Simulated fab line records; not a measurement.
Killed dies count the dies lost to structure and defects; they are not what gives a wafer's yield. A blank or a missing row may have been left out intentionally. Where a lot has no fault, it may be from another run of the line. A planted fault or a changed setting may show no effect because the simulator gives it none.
Comparing a struck lot with a sound one + flow rit_cmos + 19 out of 202 route steps
Sound: these wafers, L844.2, L844.3, L844.5. Wafers L849.2, L849.3, L849.4 were the ones struck. The cause comes at the end.
Order at every step that has rows: each side's tool, ch and its chambers, its first start. Under that, the readings that differ: sound wafers + struck wafers + difference of the means + sigmas: that difference in standard deviations of wafers without a fault.
alike: readings with means less than 2 such deviations apart, plus words and numbers identical on both sides. not compared: withheld readings, readings lacking a value on some wafer, bounds such as >300 that could conceal the same value, and numbers that have no deviation in the record and whose values overlap.
A row with sigmas, a row that says differs or no value, or rows on one side alone: a step with any of these is where the two part. Numbers that have no deviation but don't overlap get no sigmas and don't part them. A reading that every wafer of one side lacks parts them only if that side has two wafers or more.

first, 4 steps without rows for these wafers: RIT_PSD_SOFTBAKE_02 (time 60 s); RIT_PSD_EXPOSE_03 (exposes mask M10, target cd 40900 nm); RIT_PSD_PEB_04; RIT_PSD_DEVELOP_05 (develop time 50 s).
RIT_PSD_OVL_MEAS_06:
  sound: overlay-02 at day 5 08:51; struck: overlay-01 at day 6 04:22
  alike: PSD_OVL
then, 2 steps without rows for these wafers: RIT_PSD_HARDBAKE_07 (time 60 s); RIT_PSD_IMPLANT_08.
RIT_PSD_STRIP_09: strips in O2, time 180 s.
  sound on plasma_asher-02 ch 1, day 5 09:11; struck on plasma_asher-04 ch 0,1, day 6 04:42
  alike: chamber_pressure_mTorr, drypump_motor_current_A
  not compared: rf_hours_counter_h
RIT_PSD_TW_MEAS_10:
  sound: film_metro-02 at day 5 09:22; struck: film_metro-03 at day 6 04:53
  alike: PSD_TW
then, 3 steps without rows for these wafers: RIT_SDANNEAL_CLEAN_00 (cleans in SC1, time 600 s); RIT_SDANNEAL_CLEAN_01 (cleans in dHF, time 30 s); RIT_SDANNEAL_CLEAN_02 (cleans in SC2, time 600 s).
RIT_SDANNEAL_RTA_03: time 5 s.
  sound on rtp_anneal-02 ch 0, day 5 09:48; struck on rtp_anneal-01 ch 0, day 6 05:19
| reading          | sound                | struck               | difference | sigmas |
|------------------|----------------------|----------------------|------------|--------|
| wafer_temp_C_max | 1053.8 1054.2 1053.7 | 1085.8 1086.4 1086.1 | +32.2      | +27    |
RIT_SDANNEAL_RS_MEAS_04: measurement is done with a four-point probe.
  sound: film_metro-01 at day 5 09:52; struck: film_metro-01 at day 6 05:23
| reading         | sound                | struck            | difference | sigmas |
|-----------------|----------------------|-------------------|------------|--------|
| PSD_RS (ohm/sq) | 115.38 115.40 115.38 | 94.01 94.14 93.87 | -21.38     | -79    |
RIT_SDANNEAL_RS_MEAS_05: measurement is done with a four-point probe.
  sound: film_metro-01 at day 5 09:59; struck: film_metro-01 at day 6 05:30
| reading         | sound          | struck         | difference | sigmas |
|-----------------|----------------|----------------|------------|--------|
| NSD_RS (ohm/sq) | 85.8 86.2 86.0 | 84.9 84.9 84.7 | -1.2       | -4     |
RIT_SDANNEAL_RS_MEAS_06: measurement is done with a four-point probe.
  sound: film_metro-01 at day 5 10:06; struck: film_metro-01 at day 6 05:37
| reading          | sound             | struck            | difference | sigmas |
|------------------|-------------------|-------------------|------------|--------|
| PLDD_RS (ohm/sq) | 178.5 178.6 178.3 | 159.5 159.8 159.2 | -19.0      | -38    |
RIT_SDANNEAL_RS_MEAS_07: measurement is done with a four-point probe.
  sound: film_metro-01 at day 5 10:13; struck: film_metro-01 at day 6 05:44
  alike: NLDD_RS
then, 1 step without rows for these wafers: RIT_SILICIDE_WET_ETCH_00 (etches SiO2 in BOE, target depth 14 nm, time 15 s).
RIT_M1_PROBE_99:
  sound: prober-02 at day 5 17:33; struck: prober-01 at day 6 12:59
| reading            | sound | struck | difference | sigmas |
|--------------------|-------|--------|------------|--------|
| killed_at_contacts | 0 0 0 | 1 1 0  | +1         | +3     |
  alike: killed_at_front_end, killed_dies, killed_on_rim, killed_open, killed_short

WHERE THEY PART
Earliest at RIT_SDANNEAL_RTA_03; latest, in this record, at RIT_M1_PROBE_99.

WHY: what the simulator had put in
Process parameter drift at RIT_SDANNEAL_RTA_03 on rtp_anneal-01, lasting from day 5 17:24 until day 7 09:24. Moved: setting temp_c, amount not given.
